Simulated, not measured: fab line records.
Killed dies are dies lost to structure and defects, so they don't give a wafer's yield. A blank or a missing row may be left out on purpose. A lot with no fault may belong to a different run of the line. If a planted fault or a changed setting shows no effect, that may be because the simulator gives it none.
8D (eight disciplines) problem report, filled in by code ; flow berkeley cmos170 ; the parts of the form that need people (team, actions taken, sign-off) are left out

## 1. THE PROBLEM
Wafers without a fault read 699.8 nm, standard deviation 1.2; cd nm at UCB170_M2_CD_MEAS_15 reads a mean of 744.9 nm on 6 wafers belonging to 2 lots. That puts it +38 standard deviations away from the usual mean.
The step: target cd 700 nm.
First seen on wafer L859.2, day 11 19:53, on cd sem-02. At this step, 42 wafers from 14 lots have a number in the record. Rule for "out" (also "out of limits"): further than 4 standard deviations from the usual mean. The rest of the wafers with a number are treated as sound.

## 2. WHAT IT IS, WHAT IT ISN'T
question;is;is not
which readings at this step;cd nm;-
which lots;L859, L861;L845, L846, L847, L848, L849, L850, L851, L852, L853, L855, L858, L863
which wafers of those lots;all that have a number;-
read on which gauges;cd sem-02;cd sem-01
when;from day 11 19:53;"up to then (33 sound wafers); but 3 sound wafers of L863 came after"

## 3. THE SUSPECTS, EACH WITH WHAT RULES IT OUT
Counting: a tool stays on the suspect list if, at a process step up to the reading, it processed all lots that are out and no sound lot following the first of them.
- the gauge at UCB170_M2_CD_MEAS_15 has been ruled out. All the wafers that are out were read on cd sem-02, but those of them that UCB170_M2_PEB_13 has rows for are out there too, on other tools.
- litho track-01 at UCB170_M2_PEB_13: kept. Every lot that is out went through it, starting with L859 (day 11 19:37), and after that it ran no sound lot; the last sound lot it ran before then is L858 (day 11 05:20). Out on those wafers are its own readings of heater power total W, plate temp C.
The count leaves litho track-01 at UCB170_M2_PEB_13.

## 4. THE CAUSE (what the simulator had put in)
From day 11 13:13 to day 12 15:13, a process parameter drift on litho track-01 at UCB170_M2_PEB_13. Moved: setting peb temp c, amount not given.
This tool alone remained once counting was done.

## 5. SEQUENCE OF EFFECTS, ordered by route
One row per reading whose mean, taken over the struck wafers that have a number, lies over 3 standard deviations from the usual. Scope: only readings with a usual standard deviation given in the record; hours: median across lots of the time from each lot's start at the first step in this table that gives one to its start at this step; sigmas: change in usual standard deviations.
hours;step;reading;usual;on struck wafers;change;sigmas
0;UCB170_M2_PEB_13;heater power total W;56.80 W;53.72;-3.08;-73
0;UCB170_M2_PEB_13;plate temp C;130.02 C;124.73;-5.29;-38
0;UCB170_M2_CD_MEAS_15;cd nm;699.8 nm;744.9;+45.1;+38
4;UCB170_M2_CD_MEAS_90;cd nm;699 nm;745;+46;+13
It contains these process steps:
- UCB170_M2_PEB_13

## 6. WHAT WOULD HAVE CAUGHT IT SOONER
In this record the first reading out of limits at a measuring or inspecting step was taken at day 11 19:53, 7 hours after the fault began at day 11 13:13.
At UCB170_M2_PEB_13, the tool's own readings (heater power total W, plate temp C) were out on each struck wafer the step has a row for, so an alarm limit on them would have fired on the first such wafer.
L861, from the lots that are out (2), started UCB170_M2_PEB_13 on litho track-01 later than day 11 19:53. It would have been spared by a hold on the tool at that moment.
